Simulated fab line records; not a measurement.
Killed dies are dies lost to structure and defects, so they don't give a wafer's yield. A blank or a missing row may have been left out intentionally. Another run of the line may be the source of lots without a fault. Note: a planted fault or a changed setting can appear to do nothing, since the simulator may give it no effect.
fab line records | flow berkeley_cmos170
record: lots: 14 | wafers: 42 | last_day: 12
route steps=331 shown ACTIVE@66 GATE@137
lots that met no fault: taken from a fault-free run of the same line
start_h: hours from the record's opening day to when the first of the lot's shown wafers began | wait_h: hours from the lot's prior step to this one | " unchanged from the row above | L1.1+2: a single row standing in for several wafers | - value missing, or start not given | * or withheld: withheld | < > ~ a bound
route shown NAME@n: a module of which the file shows steps, and the number in the route of the first | usual: the fault-free wafers' mean and standard deviation | same: alike in all rows | chamber/n: place in a boat | sites: per-site readings | _std_site: their standard deviation | _edge_site: outer sites' mean less inner sites' | radius_mm: how far each site lies from the wafer's centre | mask NAME#n: copy n | behind: the most recent tool/chamber to have shaped the wafer | hold: why the lot was held/for how many hours/how that ended | device: which transistor (n, p or np) failed to switch | end of line: tests run on the same wafers once the route is complete | for a step that has no rows: nothing shown but its recipe | killed: dies lost to structure and defects at the first sort, not the wafer's yield | map: dies across one wafer; x = killed, . = not, _ = none there
set.NAME: the setting that was run; set.NAME@STEP: the one run at that earlier step | model.NAME: the simulator's own value behind a step, which no gauge read
steps of the route over a sample of lots; a table a step, a row a wafer
services: the hour from which a tool's chamber was out of use, counted from the record's first day as start_h (under 0 if before that day), plus the number of hours and why
== steps ==
step: UCB170_ACTIVE_THK_MEAS_06
recipe: reads: Si3N4_of_ACTIVE_CVD_05
usual: ACTIVE_NITRIDE_THK: 219.9/2.1
lot.wafer | tool          | chamber | start_h | wait_h | ACTIVE_NITRIDE_THK[nm]
L764.1    | film_metro-03 | -       | 83.65   | 0.0    | 218.7
L764.5    | "             | -       | "       | "      | 218.8
L764.6    | "             | -       | "       | "      | 220.4
L767.1    | film_metro-02 | -       | 92.33   | 0.0    | 222.4
L767.4    | "             | -       | "       | "      | 223.9
L767.5    | "             | -       | "       | "      | 223.2
L766.3    | film_metro-03 | -       | 92.35   | 0.0    | 220.1
L766.5    | "             | -       | "       | "      | 222.4
L766.6    | "             | -       | "       | "      | 220.3
L771.2    | film_metro-03 | -       | 121.15  | 0.0    | 220.3
L771.4    | "             | -       | "       | "      | 221.4
L771.6    | "             | -       | "       | "      | 221.6
L770.2    | film_metro-03 | -       | 121.21  | 0.1    | 216.7
L770.4    | "             | -       | "       | "      | 218.5
L770.5    | "             | -       | "       | "      | 217.7
L773.1    | film_metro-02 | -       | 130.69  | 0.0    | 220.2
L773.4    | "             | -       | "       | "      | 219.4
L773.5    | "             | -       | "       | "      | 221.6
L779.3    | film_metro-03 | -       | 156.45  | 0.0    | 215.9
L779.5    | "             | -       | "       | "      | 216.2
L779.6    | "             | -       | "       | "      | 216.7
L778.1    | film_metro-02 | -       | 156.49  | 0.1    | 220.0
L778.3    | "             | -       | "       | "      | 219.2
L778.6    | "             | -       | "       | "      | 218.6
L781.1    | film_metro-02 | -       | 167.47  | 0.0    | 220.7
L781.5    | "             | -       | "       | "      | 218.4
L781.6    | "             | -       | "       | "      | 220.0
L782.1    | film_metro-01 | -       | 167.47  | 0.0    | 220.9
L782.3    | "             | -       | "       | "      | 220.6
L782.6    | "             | -       | "       | "      | 218.9
L783.2    | film_metro-03 | -       | 180.56  | 0.0    | 220.3
L783.4    | "             | -       | "       | "      | 218.0
L783.6    | "             | -       | "       | "      | 218.8
L784.3    | film_metro-02 | -       | 180.57  | 0.0    | 221.2
L784.4    | "             | -       | "       | "      | 217.5
L784.6    | "             | -       | "       | "      | 218.5
L785.2    | film_metro-01 | -       | 188.90  | 0.0    | 218.4
L785.3    | "             | -       | "       | "      | 220.1
L785.5    | "             | -       | "       | "      | 220.4
L786.3    | film_metro-02 | -       | 188.91  | 0.0    | 220.1
L786.5    | "             | -       | "       | "      | 219.3
L786.6    | "             | -       | "       | "      | 217.9
step: UCB170_ACTIVE_STRIP_16
recipe: chemistry: O2 | power_w: 400 | pressure_mtorr: 3500 | platen_temp_c: withheld | o2_flow_sccm: 400 | overash_fraction: 0.5
usual: drypump_motor_current_A: 5.7/0.46 | o2_flow_sccm: 399.9/1.2 | oes_product_au: 0.720/0.0046 | strip_time_to_endpoint_s: 18.27/0.069
lot.wafer | tool            | chamber | start_h | wait_h | drypump_motor_current_A | o2_flow_sccm | oes_product_au | rf_hours_counter_h | strip_time_to_endpoint_s
L764.1    | plasma_asher-03 | 1       | 85.01   | 0.1    | 5.1                     | 400.2        | 0.714          | 32                 | 18.24
L764.5    | "               | 1       | "       | "      | 5.1                     | 399.3        | 0.723          | -                  | 18.24
L764.6    | "               | 0       | "       | "      | 6.0                     | 401.6        | 0.717          | -                  | 18.15
L766.3    | plasma_asher-02 | 1       | 93.52   | 0.1    | 5.4                     | 401.4        | 0.727          | -                  | 18.26
L766.5    | "               | 0       | "       | "      | 5.2                     | 400.2        | 0.717          | -                  | 18.32
L766.6    | "               | 1       | "       | "      | 5.4                     | 398.4        | 0.728          | -                  | 18.30
L767.1    | plasma_asher-02 | 0       | 93.73   | 0.1    | 5.2                     | 400.5        | 0.717          | 28                 | 18.35
L767.4    | "               | 0       | "       | "      | 5.3                     | 400.7        | 0.728          | -                  | 18.38
L767.5    | "               | 1       | "       | "      | 5.3                     | 396.9        | 0.722          | -                  | 18.46
L771.2    | plasma_asher-04 | 0       | 123.08  | 0.1    | 6.3                     | 399.8        | 0.711          | 46                 | 18.29
L771.4    | "               | 0       | "       | "      | 6.3                     | 401.0        | 0.720          | -                  | 18.30
L771.6    | "               | 0       | "       | "      | 6.3                     | 401.4        | 0.716          | -                  | 18.34
L770.2    | plasma_asher-02 | 0       | 123.68  | 0.1    | 5.2                     | 401.0        | 0.717          | 32                 | 18.35
L770.4    | "               | 0       | "       | "      | 5.2                     | 400.4        | 0.725          | -                  | 18.32
L770.5    | "               | 0       | "       | "      | 5.2                     | 400.1        | 0.719          | -                  | 18.33
L773.1    | plasma_asher-03 | 0       | 131.85  | 0.1    | 6.0                     | 401.5        | 0.716          | 38                 | 18.30
L773.4    | "               | 0       | "       | "      | 6.0                     | 400.7        | 0.720          | -                  | 18.30
L773.5    | "               | 0       | "       | "      | 6.0                     | 400.9        | 0.722          | -                  | 18.40
L779.3    | plasma_asher-04 | 0       | 157.82  | 0.1    | 6.3                     | 400.1        | 0.713          | -                  | 18.28
L779.5    | "               | 1       | "       | "      | 6.1                     | 399.7        | 0.718          | -                  | 18.28
L779.6    | "               | 0       | "       | "      | 6.3                     | 399.1        | 0.723          | -                  | 18.22
L778.1    | plasma_asher-03 | 1       | 158.27  | 0.1    | 5.1                     | 400.0        | 0.722          | 42                 | 18.21
L778.3    | "               | 1       | "       | "      | 5.1                     | 400.8        | 0.727          | -                  | 18.21
L778.6    | "               | 1       | "       | "      | 5.1                     | 400.4        | 0.727          | -                  | 18.31
L781.1    | plasma_asher-03 | 1       | 168.84  | 0.1    | 5.1                     | 399.9        | 0.719          | 43                 | 18.39
L781.5    | "               | 1       | "       | "      | 5.1                     | 399.4        | 0.728          | -                  | 18.20
L781.6    | "               | 0       | "       | "      | 6.0                     | 400.7        | 0.720          | -                  | 18.34
L782.1    | plasma_asher-04 | 0       | 169.19  | 0.1    | 6.3                     | 400.3        | 0.727          | 51                 | 18.33
L782.3    | "               | 1       | "       | "      | 6.1                     | 399.6        | 0.723          | -                  | 18.31
L782.6    | "               | 0       | "       | "      | 6.3                     | 399.9        | 0.720          | -                  | 18.36
L783.2    | plasma_asher-04 | 0       | 181.71  | 0.1    | 6.3                     | 396.9        | 0.717          | 52                 | 18.27
L783.4    | "               | 0       | "       | "      | 6.3                     | 397.8        | 0.724          | -                  | 18.28
L783.6    | "               | 0       | "       | "      | 6.3                     | 396.8        | 0.723          | -                  | 18.27
L784.3    | plasma_asher-03 | 1       | 182.02  | 0.1    | 5.1                     | 400.1        | 0.715          | -                  | 18.14
L784.4    | "               | 0       | "       | "      | 6.0                     | 397.5        | 0.729          | -                  | 18.12
L784.6    | "               | 0       | "       | "      | 6.0                     | 398.7        | 0.713          | -                  | 18.10
L785.2    | plasma_asher-04 | 1       | 190.17  | 0.1    | 6.0                     | 401.6        | 0.721          | 53                 | 18.11
L785.3    | "               | 0       | "       | "      | 6.3                     | 400.1        | 0.724          | -                  | 18.24
L785.5    | "               | 0       | "       | "      | 6.3                     | 399.7        | 0.719          | -                  | 18.21
L786.3    | plasma_asher-03 | 0       | 190.93  | 0.1    | 6.0                     | 399.7        | 0.722          | -                  | 18.28
L786.5    | "               | 1       | "       | "      | 5.1                     | 399.7        | 0.725          | -                  | 18.29
L786.6    | "               | 0       | "       | "      | 6.0                     | 400.8        | 0.720          | -                  | 18.29
step: UCB170_GATE_DEVELOP_11
recipe: developer: TMAH | develop_time_s: 45 | resist: KrF | dev_temp_c: 21
usual: chill_plate_temp_C: 23.01/0.12 | develop_time_s: 45/0
lot.wafer | tool           | chamber | start_h | wait_h | chill_plate_temp_C | develop_time_s
L764.1    | litho_track-03 | 0       | 132     | -      | 22.80              | 45
L764.5    | "              | 0       | "       | "      | 22.74              | 45
L764.6    | "              | 0       | "       | "      | 22.95              | 45
L767.1    | litho_track-03 | 0       | 139     | -      | 22.74              | 45
L767.4    | "              | 0       | "       | "      | 22.76              | 45
L767.5    | "              | 0       | "       | "      | 23.02              | 45
L766.3    | litho_track-03 | 0       | 139     | -      | 23.07              | 45
L766.5    | "              | 0       | "       | "      | 23.03              | 45
L766.6    | "              | 0       | "       | "      | 23.20              | 45
L771.2    | litho_track-03 | 0       | 165     | -      | 22.94              | 45
L771.4    | "              | 0       | "       | "      | 22.96              | 45
L771.6    | "              | 0       | 166     | -      | 22.76              | 45
L770.2    | litho_track-04 | -       | 166     | -      | -                  | -
L770.4    | "              | -       | "       | "      | -                  | -
L770.5    | "              | -       | "       | "      | -                  | -
L773.1    | litho_track-03 | -       | 178     | -      | -                  | -
L773.4    | "              | -       | "       | "      | -                  | -
L773.5    | "              | -       | "       | "      | -                  | -
L779.3    | litho_track-02 | 0       | 206     | -      | 22.90              | 45
L779.5    | "              | 0       | "       | "      | 23.03              | 45
L779.6    | "              | 0       | "       | "      | 23.07              | 45
L778.1    | litho_track-03 | 0       | 206     | -      | 23.14              | 45
L778.3    | "              | 0       | "       | "      | 23.00              | 45
L778.6    | "              | 0       | "       | "      | 23.29              | 45
L782.1    | litho_track-02 | 0       | 209     | -      | 22.85              | 45
L782.3    | "              | 0       | "       | "      | 22.92              | 45
L782.6    | "              | 0       | "       | "      | 22.84              | 45
L781.1    | litho_track-03 | 0       | 209     | -      | 22.93              | 45
L781.5    | "              | 0       | "       | "      | 22.98              | 45
L781.6    | "              | 0       | 210     | -      | 22.86              | 45
L783.2    | litho_track-03 | 0       | 227     | -      | 23.07              | 45
L783.4    | "              | 0       | "       | "      | 22.90              | 45
L783.6    | "              | 0       | "       | "      | 22.97              | 45
L784.3    | litho_track-02 | 0       | 227     | -      | 22.90              | 45
L784.4    | "              | 0       | "       | "      | 23.14              | 45
L784.6    | "              | 0       | "       | "      | 23.01              | 45
L786.3    | litho_track-04 | 0       | 234     | -      | 22.96              | 45
L786.5    | "              | 0       | "       | "      | 23.11              | 45
L786.6    | "              | 0       | "       | "      | 22.97              | 45
L785.2    | litho_track-02 | 0       | 235     | -      | 22.97              | 45
L785.3    | "              | 0       | "       | "      | 23.04              | 45
L785.5    | "              | 0       | "       | "      | 22.94              | 45
step: UCB170_GATE_STRIP_16
recipe: chemistry: O2 | power_w: 400 | pressure_mtorr: 3500 | platen_temp_c: withheld | o2_flow_sccm: 400 | overash_fraction: 0.5
usual: drypump_motor_current_A: 5.7/0.46 | o2_flow_sccm: 400.1/1.3 | oes_product_au: 0.724/0.0044
lot.wafer | tool            | chamber | start_h | wait_h | drypump_motor_current_A | o2_flow_sccm | oes_product_au | rf_hours_counter_h
L764.1    | plasma_asher-02 | 0       | 132.85  | 0.0    | 5.3                     | 398.8        | 0.724          | 33
L764.5    | "               | 1       | "       | "      | 5.3                     | 401.0        | 0.725          | -
L764.6    | "               | 0       | "       | "      | 5.2                     | 397.5        | 0.722          | -
L767.1    | plasma_asher-03 | 1       | 139.76  | 0.0    | 5.1                     | 401.4        | 0.724          | 39
L767.4    | "               | 1       | "       | "      | 5.1                     | 401.4        | 0.725          | -
L767.5    | "               | 0       | "       | "      | 6.0                     | 399.6        | 0.726          | -
L766.3    | plasma_asher-02 | 0       | 140.07  | 0.1    | 5.2                     | 399.8        | 0.728          | -
L766.5    | "               | 1       | "       | "      | 5.3                     | 398.8        | 0.726          | -
L766.6    | "               | 0       | "       | "      | 5.2                     | 400.4        | 0.735          | -
L771.2    | plasma_asher-04 | 0       | 166.29  | 0.0    | 6.3                     | 399.2        | 0.728          | 51
L771.4    | "               | 0       | "       | "      | 6.3                     | 400.1        | 0.723          | -
L771.6    | "               | 1       | "       | "      | 6.0                     | 399.3        | 0.722          | -
L770.2    | plasma_asher-03 | 1       | 166.43  | 0.0    | 5.1                     | 399.1        | 0.724          | 43
L770.4    | "               | 0       | "       | "      | 6.0                     | 401.4        | 0.716          | -
L770.5    | "               | 0       | "       | "      | 6.0                     | 398.7        | 0.723          | -
L773.1    | plasma_asher-04 | 0       | 178.44  | 0.0    | 6.3                     | 398.4        | 0.721          | 52
L773.4    | "               | 0       | "       | "      | 6.3                     | 400.0        | 0.738          | -
L773.5    | "               | 0       | "       | "      | 6.3                     | 399.2        | 0.727          | -
L779.3    | plasma_asher-04 | 1       | 206.45  | 0.1    | 6.1                     | 399.4        | 0.725          | -
L779.5    | "               | 0       | "       | "      | 6.3                     | 402.4        | 0.733          | -
L779.6    | "               | 1       | "       | "      | 6.0                     | 399.2        | 0.726          | -
L778.1    | plasma_asher-02 | 1       | 206.53  | 0.0    | 5.4                     | 399.6        | 0.720          | 41
L778.3    | "               | 1       | "       | "      | 5.4                     | 401.0        | 0.731          | -
L778.6    | "               | 0       | "       | "      | 5.2                     | 400.0        | 0.725          | -
L782.1    | plasma_asher-02 | 1       | 210.12  | 0.0    | 5.4                     | 400.1        | 0.731          | 41
L782.3    | "               | 1       | "       | "      | 5.4                     | 399.3        | 0.716          | -
L782.6    | "               | 1       | "       | "      | 5.4                     | 399.4        | 0.723          | -
L781.1    | plasma_asher-03 | 0       | 210.50  | 0.0    | 6.0                     | 399.8        | 0.722          | 47
L781.5    | "               | 1       | "       | "      | 5.1                     | 400.5        | 0.722          | -
L781.6    | "               | 0       | "       | "      | 6.0                     | 400.9        | 0.732          | -
L783.2    | plasma_asher-04 | 0       | 227.83  | 0.0    | 6.3                     | 400.0        | 0.722          | 58
L783.4    | "               | 1       | "       | "      | 6.0                     | 401.1        | 0.724          | -
L783.6    | "               | 0       | "       | "      | 6.3                     | 399.3        | 0.726          | -
L784.3    | plasma_asher-03 | 0       | 228.26  | 0.1    | 6.0                     | 398.9        | 0.723          | -
L784.4    | "               | 1       | "       | "      | 5.1                     | 399.5        | 0.726          | -
L784.6    | "               | 1       | "       | "      | 5.1                     | 401.3        | 0.717          | -
L786.3    | plasma_asher-03 | 1       | 235.11  | 0.1    | 5.1                     | 399.5        | 0.721          | -
L786.5    | "               | 1       | "       | "      | 5.1                     | 398.2        | 0.725          | -
L786.6    | "               | 0       | "       | "      | 6.0                     | 401.1        | 0.730          | -
L785.2    | plasma_asher-03 | 0       | 235.53  | 0.0    | 6.0                     | 400.1        | 0.721          | 50
L785.3    | "               | 0       | "       | "      | 6.0                     | 399.7        | 0.725          | -
L785.5    | "               | 1       | "       | "      | 5.1                     | 400.5        | 0.730          | -
== services ==
tool            | chamber | start_h | hours | kind
plasma_asher-02 | -       | 117.97  | 1.3   | repair
plasma_asher-04 | -       | 145.39  | 2.4   | repair
== key ==
first_sign: step: UCB170_GATE_DEVELOP_11 | reading: tool_record | direction: missing
effect none on later readings
met_at UCB170_GATE_DEVELOP_11
struck_lots L770,L773
later_rows_left_out L770.2,L770.4,L770.5,L773.1,L773.4,L773.5
sort_left_out L770.2,L770.4,L770.5,L773.1,L773.4,L773.5
tester_left_out L770,L773
not_acting_at UCB170_ACTIVE_THK_MEAS_06,UCB170_ACTIVE_STRIP_16,UCB170_GATE_STRIP_16
onset_between 165 166
fault: kind: skipped_step_whole | tool: litho_track-03,litho_track-04 | chamber: - | onset_h: 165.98 | steps: UCB170_GATE_DEVELOP_11 | scope: struck_lots_only
tester_left_out: of these lots the tester's yield and bins aren't shown, on N5 and GAA mostly nor the transistor test; their killed dies are dies lost to structure and defects alone, not to doping, threshold or leakage, so they don't give the yield
sort_left_out: the simulated sort isn't trusted on such a fault, so these wafers' sort isn't shown, and their yield isn't known
later_rows_left_out: the simulator's readings of these wafers behind a module that went badly wrong aren't trusted and aren't shown, but for the sort
